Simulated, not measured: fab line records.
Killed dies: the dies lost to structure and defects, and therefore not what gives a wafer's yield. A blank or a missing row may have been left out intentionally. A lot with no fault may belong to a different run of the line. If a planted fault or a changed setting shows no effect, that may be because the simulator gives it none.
Matching of chambers / flow berkeley cmos170 / UCB170_SPACER_CVD_00 on pecvd-02: 3 sister chambers
The step deposits SiO2 from TEOS/O2, target thk 376 nm, time 47 s. 6 wafers are shown with their chamber, then 10 later ones without.

EACH WAFER AND ITS CHAMBER
wafer=L825.4; chamber=2; heater power w (W)=219
wafer=L826.4; chamber=1; heater power w (W)=271
wafer=L828.4; chamber=1; heater power w (W)=280
wafer=L828.5; chamber=2; heater power w (W)=217
wafer=L833.1; chamber=0; heater power w (W)=215
wafer=L833.4; chamber=0; heater power w (W)=229

WAFERS WHOSE CHAMBER IS MISSING
wafer=L833.6; heater power w (W)=217
wafer=L840.4; heater power w (W)=286
wafer=L840.5; heater power w (W)=299
wafer=L840.6; heater power w (W)=181
wafer=L843.3; heater power w (W)=281
wafer=L843.4; heater power w (W)=194
wafer=L843.6; heater power w (W)=206
wafer=L845.1; heater power w (W)=276
wafer=L845.3; heater power w (W)=285
wafer=L845.4; heater power w (W)=215

WHICH CHAMBER EACH WENT THROUGH
wafer=L833.6; from the rows above=can't be placed: 2 or 0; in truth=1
wafer=L840.4; from the rows above=1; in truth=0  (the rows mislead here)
wafer=L840.5; from the rows above=1; in truth=1
wafer=L840.6; from the rows above=can't be placed: 2 or 0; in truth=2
wafer=L843.3; from the rows above=1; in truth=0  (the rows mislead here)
wafer=L843.4; from the rows above=can't be placed: 2 or 0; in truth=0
wafer=L843.6; from the rows above=can't be placed: 2 or 0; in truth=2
wafer=L845.1; from the rows above=1; in truth=1
wafer=L845.3; from the rows above=1; in truth=1
wafer=L845.4; from the rows above=can't be placed: 2 or 0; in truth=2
Correctly placed: 3 of 10. From these rows, 5 cannot be placed; in 4 the true chamber is one of the candidates. Number placed wrongly: 2.
How it was worked out, from the rows above alone: a wafer's distance from a chamber is the root of the sum, over the readings, of the square of ((its reading less the chamber's mean) divided by the reading's scatter). The wafer belongs to the nearest chamber; if the next one is less than 2 further off, it can't be placed. A chamber's mean is the mean of its shown wafers. The scatter is the square root of a quotient: the sum, over the shown wafers, of each reading's squared deviation from its chamber's mean, divided by wafers minus chambers.
